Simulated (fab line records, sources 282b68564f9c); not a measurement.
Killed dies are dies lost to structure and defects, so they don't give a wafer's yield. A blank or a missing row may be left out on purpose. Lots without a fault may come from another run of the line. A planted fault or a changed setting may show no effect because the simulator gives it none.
fab line records | flow rit_cmos
record lots=14 wafers=42 last_day=7
route steps=202 shown PWELL@42
lots that met no fault: from a run of the same line without faults
start_h: hours from the record's first day to the start of the lot's first wafer shown | wait_h: hours since the lot's step before | " the same as in the row above | L1.1+2: a row that stands for several wafers | - no value, or no start given | * or withheld: withheld | < > ~ a bound
route shown NAME@n: a module of which the file shows steps, and the number in the route of the first | usual: mean/standard deviation of fault-free wafers | same: alike in all rows | chamber/n: place in a boat | sites: the reading at each site | _std_site: their standard deviation | _edge_site: outer sites' mean less inner sites' | radius_mm: how far each site lies from the wafer's centre | mask NAME#n: copy n | behind: the tool/chamber that last shaped the wafer | hold: why the lot was held/for how many hours/how that ended | device: the transistor (n, p or np) that didn't switch | end of line: the same wafers' tests at the end of the route | a step without rows: its recipe alone | killed: dies lost to structure and defects at the first sort, not the wafer's yield | map: a wafer's dies, x killed, . not, _ none there
set.NAME: the setting as run; set.NAME@STEP: as run at that earlier step | model.NAME: the simulator's own value behind a step, which no gauge read
steps of the route over a sample of lots; a table a step, a row a wafer
services: from which hour (start_h, from the record's first day; less than 0 if before it) a tool's chamber was out of use, for how many hours, and why
## steps
# step RIT_PWELL_EXPOSE_03
# recipe mask_id=M3 na=0.57 target_cd_nm=43700 dose_mj=250
# columns lot.wafer tool chamber start_h wait_h mask
L528.4+5+6 iline_stepper-01 0 30.87 0.2 M3#0
L529.2+5+6 iline_stepper-02 0 32.15 0.2 M3#0
L530.1+4+5 iline_stepper-01 0 36.75 0.3 M3#0
L531.1+2+5 iline_stepper-01 0 44.84 0.2 M3#0
L532.3+5+6 iline_stepper-01 0 47.03 0.1 M3#0
L533.2+4+6 iline_stepper-01 0 51.54 0.1 M3#0
L534.1+3+6 iline_stepper-01 0 56.29 0.1 M3#0
L535.2+3+4 iline_stepper-01 0 61.67 0.1 M3#0
L536.2+3+6 iline_stepper-01 0 71.58 0.1 M3#0
L537.1+3+4 iline_stepper-02 0 72.93 0.2 M3#0
L540.1+3+6 iline_stepper-02 0 87.33 0.1 M3#0
L541.1+3+4 iline_stepper-01 0 92.22 0.2 M3#0
L547.2+4+5 iline_stepper-02 0 121.62 0.2 M3#0
L548.1+2+4 iline_stepper-02 0 128.01 0.1 M3#0
# step RIT_PWELL_OVL_MEAS_06
# usual PWELL_OVL=-0.4/1.8
# columns lot.wafer tool chamber start_h wait_h PWELL_OVL[nm]
L528.4 overlay-02 - 31.26 - -0.1
L528.5 " - " " 0.3
L528.6 " - " " 1.2
L529.2 overlay-01 - 32.57 - -2.2
L529.5 " - " " -2.0
L529.6 " - " " -1.7
L530.1 overlay-02 - 37.35 - 3.0
L530.4 " - " " 1.7
L530.5 " - " " 2.8
L531.1 overlay-02 - 45.45 - 0.9
L531.2 " - " " 1.3
L531.5 " - " " -1.6
L532.3 overlay-02 - 47.44 - 1.6
L532.5 " - " " -0.3
L532.6 " - " " 0.7
L533.2 overlay-02 - 52.17 - 1.1
L533.4 " - " " 2.3
L533.6 " - " " 2.6
L534.1 overlay-02 - 56.73 - 2.8
L534.3 " - " " 1.1
L534.6 " - " " 2.0
L535.2 overlay-02 - 62.08 - -0.2
L535.3 " - " " 0.9
L535.4 " - " " -1.0
L536.2 overlay-01 - 72.13 - 420.9
L536.3 " - " " 422.4
L536.6 " - " " 421.8
L537.1 overlay-02 - 73.36 - -2.0
L537.3 " - " " -1.7
L537.4 " - " " -1.7
L540.1 overlay-01 - 87.76 - -3.3
L540.3 " - " " -3.7
L540.6 " - " " -2.7
L541.1 overlay-01 - 92.74 - 420.7
L541.3 " - " " 421.5
L541.4 " - " " 421.1
L547.2 overlay-01 - 122.04 - -3.3
L547.4 " - " " -4.7
L547.5 " - " " -2.0
L548.1 overlay-01 - 128.44 - -1.8
L548.2 " - " " -3.1
L548.4 " - " " -1.3
## services
# columns tool chamber start_h hours kind
iline_stepper-02 - 39.74 16.8 repair
iline_stepper-02 - 56.49 8.9 pm
iline_stepper-01 - 98.45 4.4 pm
## key
first_sign step=RIT_PWELL_OVL_MEAS_06 reading=PWELL_OVL direction=up sigmas=99+ usual=-0.4 struck=421.4
effect none on later readings
met_at RIT_PWELL_EXPOSE_03
struck_lots L536,L541
tester_left_out L536,L541
onset_between 61.67 71.58
fault kind=scanner_matching_overlay tool=iline_stepper-01 chamber=- onset_h=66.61 steps=RIT_PWELL_EXPOSE_03 offset=420
# tester_left_out: of these lots the tester's yield and bins aren't shown, on N5 and GAA mostly nor the transistor test; their killed dies are dies lost to structure and defects alone, not to doping, threshold or leakage, so they don't give the yield
